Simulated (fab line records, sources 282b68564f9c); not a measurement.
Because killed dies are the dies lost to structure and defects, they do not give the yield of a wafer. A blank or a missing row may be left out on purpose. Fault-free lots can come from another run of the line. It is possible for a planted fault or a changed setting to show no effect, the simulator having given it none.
Comparing a struck lot with a sound one -- flow rit cmos -- 22 steps out of a route of 202
Sound: wafers L675.4, L675.5, L675.6. Wafers struck: L685.2, L685.4, L685.6. The cause is named last.
Each step with rows lists, per side, the tool, then ch with its chambers, then its first start. Under that, the readings that differ: sound wafers -- struck wafers -- difference of the means -- sigmas: that difference in standard deviations of wafers without a fault.
alike: readings whose means differ by less than 2 such deviations, and words and numbers that are the same on both sides. not compared: withheld readings, readings that some wafer has no value for, bounds like >300 that may hide the same value, and numbers for which the record gives no deviation and whose values overlap.
The two part at a step that has a row with sigmas, a row that says differs or no value, or rows on one side only. Numbers that have no deviation but don't overlap get no sigmas and don't part them. Lack of a reading on every wafer of one side parts them only where that side has two or more wafers.

first, 2 steps without rows for these wafers: RIT_NSD_HARDBAKE_07 (time 60 s); RIT_NSD_IMPLANT_08.
RIT_NSD_STRIP_09: strips in O2, time 180 s.
  sound on plasma asher-04 ch 0,1, day 3 18:06; struck on plasma asher-02 ch 0,1, day 5 11:48
  alike: drypump motor current A
  not compared: rf hours counter h
RIT_NSD_TW_MEAS_10:
  sound: film metro-03 at day 3 18:15; struck: film metro-01 at day 5 11:59
  alike: NSD_TW
then, 6 steps without rows for these wafers: RIT_PSD_HMDS_00 (prime time 60 s); RIT_PSD_COAT_01 (resist thk 1000 nm); RIT_PSD_SOFTBAKE_02 (time 60 s); RIT_PSD_EXPOSE_03 (exposes mask M10, target cd 40900 nm); RIT_PSD_PEB_04; RIT_PSD_DEVELOP_05 (develop time 50 s).
RIT_PSD_OVL_MEAS_06:
  sound: overlay-01 at day 3 19:16; struck: overlay-01 at day 5 13:02
  alike: PSD_OVL
then, 1 step without rows for these wafers: RIT_PSD_HARDBAKE_07 (time 60 s).
RIT_PSD_IMPLANT_08:
  sound on implanter-01 ch 0, day 3 19:31; struck on implanter-01 ch 0, day 5 13:14
reading,sound,struck,difference,sigmas
beam energy keV,26.984 26.983 26.996,25.182 25.168 25.168,-1.815,-99 or more
model.implant.rp nm (nm),21.64 21.64 21.64,20.96 20.96 20.96,-0.68,
model.implant.drp nm (nm),12.05 12.05 12.05,11.46 11.46 11.46,-0.59,
  alike: dose ions cm2
RIT_PSD_STRIP_09: strips in O2, time 180 s.
  sound on plasma asher-03 ch 0,1, day 3 19:39; struck on plasma asher-02 ch 0,1, day 5 13:22
  alike: drypump motor current A
  not compared: rf hours counter h
RIT_PSD_TW_MEAS_10:
  sound: film metro-01 at day 3 19:48; struck: film metro-03 at day 5 13:32
reading,sound,struck,difference,sigmas
PSD_TW,3425 3403 3432,3390 3354 3370,-49,-2
then, 3 steps without rows for these wafers: RIT_SDANNEAL_CLEAN_00 (cleans in SC1, time 600 s); RIT_SDANNEAL_CLEAN_01 (cleans in dHF, time 30 s); RIT_SDANNEAL_CLEAN_02 (cleans in SC2, time 600 s).
RIT_SDANNEAL_RTA_03: time 5 s.
  sound on rtp anneal-01 ch 0, day 3 20:37; struck on rtp anneal-02 ch 0, day 5 14:02
  alike: wafer_temp_C_max
RIT_SDANNEAL_RS_MEAS_04: the measuring method here is four-point-probe.
  sound: film metro-03 at day 3 20:41; struck: film metro-03 at day 5 14:28
reading,sound,struck,difference,sigmas
PSD_RS (ohm/sq),115.6 115.6 116.0,119.7 120.1 120.0,+4.2,+12
  not compared: hold
RIT_SDANNEAL_RS_MEAS_05: the measuring method here is four-point-probe.
  sound: film metro-03 at day 3 20:49; struck: film metro-03 at day 5 17:02
reading,sound,struck,difference,sigmas
hold,- - -,await dispo/2.4h/release await dispo/2.4h/release await dispo/2.4h/release,no value on the sound wafers,
  alike: NSD_RS
RIT_M1_PROBE_99:
  sound: prober-02 at day 4 04:02; struck: prober-01 at day 6 01:13
  alike: killed at contacts, killed at front end, killed dies, killed open, killed short

WHERE THEY PART
Earliest at RIT_PSD_IMPLANT_08; latest, in this record, at RIT_SDANNEAL_RS_MEAS_05. Later steps at which nothing parts them and some readings are alike: RIT_M1_PROBE_99.

WHY: the cause the simulator had injected
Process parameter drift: implanter-01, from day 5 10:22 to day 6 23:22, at RIT_PSD_IMPLANT_08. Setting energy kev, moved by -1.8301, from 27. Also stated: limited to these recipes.
